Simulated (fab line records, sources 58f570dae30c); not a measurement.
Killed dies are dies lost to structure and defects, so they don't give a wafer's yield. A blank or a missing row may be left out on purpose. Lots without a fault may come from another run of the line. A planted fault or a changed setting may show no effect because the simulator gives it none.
fab line records | flow berkeley_cmos170
record lots=14 wafers=42 last_day=13
route steps=331 shown SDANNEAL@204 NSD@207 CONTACT@227
lots that met no fault: from a run of the same line without faults
start_h: hours from the record's first day to the start of the lot's first wafer shown | wait_h: hours since the lot's step before | " the same as in the row above | L1.1+2: a row that stands for several wafers | - no value, or no start given | * or withheld: withheld | < > ~ a bound
route shown NAME@n: a module of which the file shows steps, and the number in the route of the first | usual: mean/standard deviation of fault-free wafers | same: alike in all rows | chamber/n: place in a boat | sites: the reading at each site | _std_site: their standard deviation | _edge_site: outer sites' mean less inner sites' | radius_mm: how far each site lies from the wafer's centre | mask NAME#n: copy n | behind: the tool/chamber that last shaped the wafer | hold: why the lot was held/for how many hours/how that ended | device: the transistor (n, p or np) that didn't switch | end of line: the same wafers' tests at the end of the route | a step without rows: its recipe alone | killed: dies lost to structure and defects at the first sort, not the wafer's yield | map: a wafer's dies, x killed, . not, _ none there
set.NAME: the setting as run; set.NAME@STEP: as run at that earlier step | model.NAME: the simulator's own value behind a step, which no gauge read
steps of the route over a sample of lots; a table a step, a row a wafer
services: from which hour (start_h, from the record's first day; less than 0 if before it) a tool's chamber was out of use, for how many hours, and why
## steps
# step UCB170_SDANNEAL_RTA_00
# recipe temp_c=900 time_s=10.25 ambient=N2
# usual lamp_power_pct=22.3/1 wafer_temp_C_max=903.4/0.79
# columns lot.wafer tool chamber start_h wait_h lamp_power_pct wafer_temp_C_max
L247.1 rtp_anneal-01 0 164.95 0.0 22.0 903.0
L247.2 " 0 " " 22.0 904.5
L247.5 " 0 " " 22.0 903.3
L246.3 rtp_anneal-01 0 165.36 0.0 22.0 903.3
L246.5 " 0 " " 22.0 903.6
L246.6 " 0 " " 22.0 903.8
L248.1 rtp_anneal-01 0 178.47 0.0 22.0 903.1
L248.4 " 0 " " 22.0 904.2
L248.6 " 0 " " 22.0 902.3
L249.3 rtp_anneal-01 0 178.94 0.0 22.0 904.2
L249.4 " 0 " " 22.0 902.6
L249.5 " 0 " " 21.9 904.4
L251.1 rtp_anneal-01 0 188.04 0.0 22.0 902.8
L251.2 " 0 " " 22.0 903.1
L251.4 " 0 " " 22.0 903.4
L250.1 rtp_anneal-01 0 188.32 0.0 22.0 903.2
L250.3 " 0 " " 21.9 904.3
L250.5 " 0 " " 22.0 903.9
L252.1 rtp_anneal-01 0 188.76 0.0 22.0 903.9
L252.4 " 0 " " 22.0 904.0
L252.5 " 0 " " 22.0 903.1
L254.1 rtp_anneal-01 0 211.59 0.0 22.0 903.3
L254.3 " 0 " " 22.0 903.2
L254.4 " 0 " " 22.0 902.9
L253.1 rtp_anneal-01 0 212.03 0.0 22.0 903.5
L253.5 " 0 " " 21.9 903.9
L253.6 " 0 " " 22.0 903.9
L257.2 rtp_anneal-01 0 220.24 0.0 22.0 902.9
L257.3 " 0 " " 22.0 902.9
L257.6 " 0 " " 22.0 904.3
L258.4 rtp_anneal-01 0 220.71 0.0 22.0 903.1
L258.5 " 0 " " 22.0 903.7
L258.6 " 0 " " 21.9 903.5
L259.1 rtp_anneal-01 0 237.10 0.0 22.0 904.1
L259.2 " 0 " " 22.0 903.3
L259.6 " 0 " " 22.0 903.0
L261.2 rtp_anneal-01 0 244.74 0.0 22.0 902.1
L261.4 " 0 " " 22.0 902.8
L261.5 " 0 " " 22.0 904.2
L268.1 rtp_anneal-02 0 279.38 0.0 25.8 905.5
L268.3 " 0 " " 25.8 905.1
L268.4 " 0 " " 25.7 905.4
# step UCB170_SDANNEAL_RS_MEAS_03
# recipe thk_meas_gauge=four-point-probe
# usual NSD_RS=37.25/0.086
# columns lot.wafer tool chamber start_h wait_h NSD_RS[ohm/sq]
L247.1 film_metro-02 - 165.20 0.1 37.23
L247.2 " - " " 37.24
L247.5 " - " " 37.22
L246.3 film_metro-03 - 165.62 0.1 37.13
L246.5 " - " " 37.17
L246.6 " - " " 37.25
L248.1 film_metro-01 - 178.72 0.1 37.25
L248.4 " - " " 37.08
L248.6 " - " " 37.13
L249.3 film_metro-03 - 179.21 0.1 37.28
L249.4 " - " " 37.20
L249.5 " - " " 37.24
L251.1 film_metro-02 - 188.29 0.1 37.21
L251.2 " - " " 37.21
L251.4 " - " " 37.34
L250.1 film_metro-01 - 188.61 0.1 37.11
L250.3 " - " " 37.17
L250.5 " - " " 37.07
L252.1 film_metro-02 - 189.01 0.1 37.52
L252.4 " - " " 37.40
L252.5 " - " " 37.43
L254.1 film_metro-03 - 211.90 0.1 37.30
L254.3 " - " " 37.26
L254.4 " - " " 37.24
L253.1 film_metro-02 - 212.27 0.1 37.28
L253.5 " - " " 37.35
L253.6 " - " " 37.29
L257.2 film_metro-03 - 220.49 0.1 37.08
L257.3 " - " " 37.25
L257.6 " - " " 37.23
L258.4 film_metro-02 - 220.98 0.1 37.27
L258.5 " - " " 37.20
L258.6 " - " " 37.21
L259.1 film_metro-01 - 237.35 0.1 37.25
L259.2 " - " " 37.33
L259.6 " - " " 37.21
L261.2 film_metro-02 - 245.00 0.1 37.39
L261.4 " - " " 37.34
L261.5 " - " " 37.38
L268.1 film_metro-03 - 279.63 0.1 37.34
L268.3 " - " " 37.14
L268.4 " - " " 37.24
# step UCB170_CONTACT_SOFTBAKE_11
# recipe resist=KrF temp_c=130 time_s=60
# usual heater_power_total_W=56.80/0.045 run_length_s=88.98/0.26
# columns lot.wafer tool chamber start_h wait_h heater_power_total_W run_length_s
L247.1 litho_track-04 0 170 - 56.78 89.25
L247.2 " 0 " " 56.79 89.38
L247.5 " 0 " " 56.79 89.27
L246.3 litho_track-01 0 170 - 56.78 88.83
L246.5 " 0 " " 56.80 88.81
L246.6 " 0 " " 56.86 88.69
L248.1 litho_track-04 0 182 - 56.80 89.40
L248.4 " 0 " " 56.75 89.23
L248.6 " 0 " " 56.82 89.44
L249.3 litho_track-01 0 184 - 56.88 88.78
L249.4 " 0 " " 56.77 88.72
L249.5 " 0 " " 56.80 88.99
L251.1 litho_track-01 0 193 - 56.75 88.72
L251.2 " 0 " " 56.84 88.93
L251.4 " 0 " " 56.65 88.80
L250.1 litho_track-02 0 193 - 56.83 88.98
L250.3 " 0 " " 56.85 88.88
L250.5 " 0 " " 56.78 88.77
L252.1 litho_track-04 0 193 - 56.80 89.34
L252.4 " 0 " " 56.88 89.30
L252.5 " 0 " " 56.81 89.53
L254.1 litho_track-02 0 215 - 56.83 88.82
L254.3 " 0 " " 56.80 89.09
L254.4 " 0 " " 56.81 88.88
L253.1 litho_track-01 0 217 - 56.80 88.71
L253.5 " 0 " " 56.79 88.86
L253.6 " 0 " " 56.82 88.84
L257.2 litho_track-02 0 224 - 56.89 88.79
L257.3 " 0 " " 56.79 88.89
L257.6 " 0 " " 56.68 88.79
L258.4 litho_track-04 0 226 - 56.78 89.24
L258.5 " 0 " " 56.87 89.33
L258.6 " 0 " " 56.85 89.40
L259.1 litho_track-01 0 241 - 58.48 82.70
L259.2 " 0 " " 58.48 82.79
L259.6 " 0 " " 58.48 82.85
L261.2 litho_track-01 0 250 - 58.48 82.88
L261.4 " 0 " " 58.54 82.69
L261.5 " 0 251 - 58.40 82.86
L268.1 litho_track-04 0 285 - 56.73 89.36
L268.3 " 0 " " 56.76 89.27
L268.4 " 0 " " 56.74 89.40
# step UCB170_CONTACT_OVL_MEAS_16
# usual CONTACT_OVL=1/5.1
# columns lot.wafer tool chamber start_h wait_h CONTACT_OVL[nm]
L247.1 overlay-02 - 171.09 0.1 1
L247.2 " - " " -7
L247.5 " - " " 5
L246.3 overlay-02 - 171.34 0.1 -5
L246.5 " - " " 1
L246.6 " - " " 2
L248.1 overlay-02 - 183.63 0.1 7
L248.4 " - " " 2
L248.6 " - " " 0
L249.3 overlay-01 - 185.51 0.1 1
L249.4 " - " " 1
L249.5 " - " " 10
L251.1 overlay-02 - 194.25 0.1 7
L251.2 " - " " 6
L251.4 " - " " -1
L250.1 overlay-01 - 194.49 0.1 7
L250.3 " - " " 5
L250.5 " - " " 5
L252.1 overlay-01 - 194.79 0.1 8
L252.4 " - " " 6
L252.5 " - " " 8
L254.1 overlay-01 - 216.53 0.1 -4
L254.3 " - " " -2
L254.4 " - " " 3
L253.1 overlay-02 - 218.66 0.1 7
L253.5 " - " " -3
L253.6 " - " " 8
L257.2 overlay-02 - 225.50 0.1 -4
L257.3 " - " " -2
L257.6 " - " " 5
L258.4 overlay-01 - 227.39 0.1 -6
L258.5 " - " " 6
L258.6 " - " " 6
L259.1 overlay-02 - 242.31 0.1 5
L259.2 " - " " 4
L259.6 " - " " 5
L261.2 overlay-01 - 251.70 0.1 2
L261.4 " - " " 0
L261.5 " - " " 3
L268.1 overlay-02 - 286.76 0.1 13
L268.3 " - " " 5
L268.4 " - " " 14
## services
# columns tool chamber start_h hours kind
rtp_anneal-02 - 157.31 101.4 pm
## key
first_sign step=UCB170_CONTACT_SOFTBAKE_11 reading=heater_power_total_W direction=up sigmas=37 usual=56.80 struck=58.48
effect step=UCB170_CONTACT_SOFTBAKE_11 reading=run_length_s direction=down sigmas=24 usual=* struck=*
met_at UCB170_CONTACT_SOFTBAKE_11
struck_lots L259,L261
sort_left_out L261.2,L261.4,L261.5
tester_left_out L259,L261
loop_trim step=UCB170_CONTACT_EXPOSE_12 setting=dose lots=L261
not_acting_at UCB170_SDANNEAL_RTA_00,UCB170_SDANNEAL_RS_MEAS_03,UCB170_CONTACT_OVL_MEAS_16
onset_between 217 241
fault kind=process_parameter_drift tool=litho_track-01 chamber=- onset_h=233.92 steps=UCB170_CONTACT_SOFTBAKE_11 channel=time_s offset=* shape=step end_h=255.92 acts_in=* stated=*
# tester_left_out: of these lots the tester's yield and bins aren't shown, on N5 and GAA mostly nor the transistor test; their killed dies are dies lost to structure and defects alone, not to doping, threshold or leakage, so they don't give the yield
# sort_left_out: the simulated sort isn't trusted on such a fault, so these wafers' sort isn't shown, and their yield isn't known
# loop_trim: a control loop set the setting to another value than it would have without faults
